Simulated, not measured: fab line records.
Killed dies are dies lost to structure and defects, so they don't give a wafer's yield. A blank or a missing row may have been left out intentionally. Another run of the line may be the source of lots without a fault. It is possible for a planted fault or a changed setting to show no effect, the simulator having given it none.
A lot that was struck, set against a sound lot -- flow berkeleyCmos170 -- 14 out of 331 route steps
Sound: wafers L747.2, L747.4, L747.6. Wafers struck: L756.1, L756.2, L756.4. The cause comes at the end.
Order at every step that has rows: each side's tool, ch and its chambers, its first start. Under that, the readings that differ: sound wafers -- struck wafers -- difference of the means -- sigmas: that difference in standard deviations of wafers without a fault.
alike: a reading whose means differ by less than 2 such deviations, as well as words and numbers matching on both sides. not compared: withheld readings; readings where some wafer has no value; bounds like >300 that might hide an equal value; numbers whose values overlap and for which the record gives no deviation.
A row with sigmas, a row that says differs or no value, or rows on one side alone: a step with any of these is where the two part. When numbers do not overlap yet have no deviation, they are printed without sigmas and do not part them. Lack of a reading on every wafer of one side parts them only where that side has two or more wafers.

first, 2 steps without rows for these wafers: UCB170_CONTACT_CLEAN_00 (cleans in SPM, time 600 s); UCB170_CONTACT_CVD_01 (deposits PSG from SiH4/O2/PH3, target thk 700 nm, time 2820 s).
UCB170_CONTACT_THK_MEAS_02:
  sound on filmMetro-02 at day 8 15:55; struck on filmMetro-02 at day 10 07:11
  alike: CONTACT_PSG_THK
then, 3 steps without rows for these wafers: UCB170_CONTACT_HMDS_03 (prime time 60 s); UCB170_CONTACT_COAT_04 (resist thk 900 nm); UCB170_CONTACT_SOFTBAKE_05 (time 60 s).
UCB170_CONTACT_STRIP_06: strips in O2.
  sound on plasmaAsher-02 ch 0,1, day 8 16:25; struck on plasmaAsher-04 ch 0,1, day 10 07:42
  alike: chamberPressureMTorr, drypumpMotorCurrentA, o2FlowSccm, oesProductAu, stripTimeToEndpointS
  not compared: rfHoursCounterH
then, 1 step without rows for these wafers: UCB170_CONTACT_CLEAN_07 (cleans in SPM, time 600 s).
UCB170_CONTACT_RTA_08: time 10 s.
  sound on rtpAnneal-01 ch 0, day 8 16:42; struck on rtpAnneal-01 ch 0, day 10 09:25
reading,sound,struck,difference,sigmas
chamberO2Ppm,1.983 1.985 1.976,2.054 2.026 2.018,+0.051,+2
  alike: lampPowerPct, wafer_temp_C_max
then, 3 steps without rows for these wafers: UCB170_CONTACT_COAT_09; UCB170_CONTACT_COAT_10 (resist thk 900 nm); UCB170_CONTACT_SOFTBAKE_11 (time 60 s).
UCB170_CONTACT_EXPOSE_12: exposes mask CONT, target cd 700 nm.
  sound on krfScanner-01 ch 0, day 8 17:17; struck on krfScanner-01, day 10 10:22
  no value came back on the struck wafers for exposureDoseMJCm2, focusOffsetNm (nm); on the sound wafers exposureDoseMJCm2 reads 34.97 34.97 34.99
  alike: mask
after that, 1 step had no rows for these wafers: UCB170_CONTACT_PEB_13.

WHERE THEY PART
Last at UCB170_CONTACT_EXPOSE_12 as far as this record goes, first at UCB170_CONTACT_RTA_08.

WHY: what had been put in by the simulator
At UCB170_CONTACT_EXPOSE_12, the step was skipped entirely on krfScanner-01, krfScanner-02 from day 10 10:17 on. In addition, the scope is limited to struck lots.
